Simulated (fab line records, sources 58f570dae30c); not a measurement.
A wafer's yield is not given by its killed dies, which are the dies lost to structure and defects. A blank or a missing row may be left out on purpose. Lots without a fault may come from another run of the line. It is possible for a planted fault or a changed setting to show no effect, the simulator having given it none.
8D (eight disciplines) problem report, filled in by code -- flow berkeley_cmos170 -- the parts of the form that need people (team, actions taken, sign-off) are left out

## 1. THE ISSUE
tilt_deg at UCB170_PLDD_IMPLANT_08 reads a mean of 8.071 degrees on 6 wafers of 2 lots; wafers without a fault read 6.999 degrees with a standard deviation of 0.019. That puts it +56 standard deviations away from the usual mean.
The first sign was on wafer L304.1 at day 9 16:11, on implanter-04. Wafers with a number at this step in the record: 42, from 14 lots. The rule behind "out" and "out of limits": a value lying over 4 standard deviations away from the usual mean. The rest of the wafers with a number are treated as sound.

## 2. WHAT THIS IS AND IS NOT
question,is,is not
which readings at this step,tilt_deg,-
which lots,"L304, L306","L295, L296, L297, L298, L299, L300, L301, L308, L312, L314, L316, L318"
which wafers of those lots,all that have a number,-
read on which tools,implanter-04,"implanter-01, implanter-02"
when,from day 9 16:11,"up to then (21 sound wafers); but 15 sound wafers of L308, L312, L314, L316, L318 came after"

## 3. SUSPECTS, AND WHAT RULES EACH OUT
Counting: a tool stays on the suspect list if, at a process step up to the reading, it processed all lots that are out and no sound lot following the first of them.
- implanter-04 at UCB170_PLDD_IMPLANT_08: kept. It processed each lot that is out, first L304 at day 9 16:11, and no sound lot thereafter; up to then, the last sound lot it processed was L297 at day 7 15:56. Its own tilt_deg readings are out on those wafers.
Left after counting: implanter-04 at UCB170_PLDD_IMPLANT_08.

## 4. THE CAUSE (what the simulator had put in)
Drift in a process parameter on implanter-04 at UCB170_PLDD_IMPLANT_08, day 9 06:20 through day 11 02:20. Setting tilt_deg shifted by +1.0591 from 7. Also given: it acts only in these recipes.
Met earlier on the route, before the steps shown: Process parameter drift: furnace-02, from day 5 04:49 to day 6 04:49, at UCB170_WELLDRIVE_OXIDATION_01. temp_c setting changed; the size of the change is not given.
Only this tool survived the counting.

## 5. THE EFFECT CHAIN, in route order
Each row: a reading where the mean over the struck wafers with a number is more than 3 standard deviations away from the usual. Only readings whose record carries a usual standard deviation are examined. hours: median over the lots of the time between each lot's start at the first step of this table that gives one and its start at this step. sigmas: the change, counted in usual standard deviations.
hours,step,reading,usual,on struck wafers,change,sigmas
0,UCB170_PLDD_IMPLANT_08,tilt_deg,6.999 degrees,8.071,+1.072,+56
Its process steps:
- UCB170_PLDD_IMPLANT_08
Readings that are blank on the struck wafers while sound wafers have them: PLDD_RS at UCB170_SDANNEAL_RS_MEAS_04.

## 6. HOW IT WOULD HAVE BEEN CAUGHT EARLIER
In this record no reading fell out of limits until day 9 16:11, 10 hours after the fault had begun at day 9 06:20.
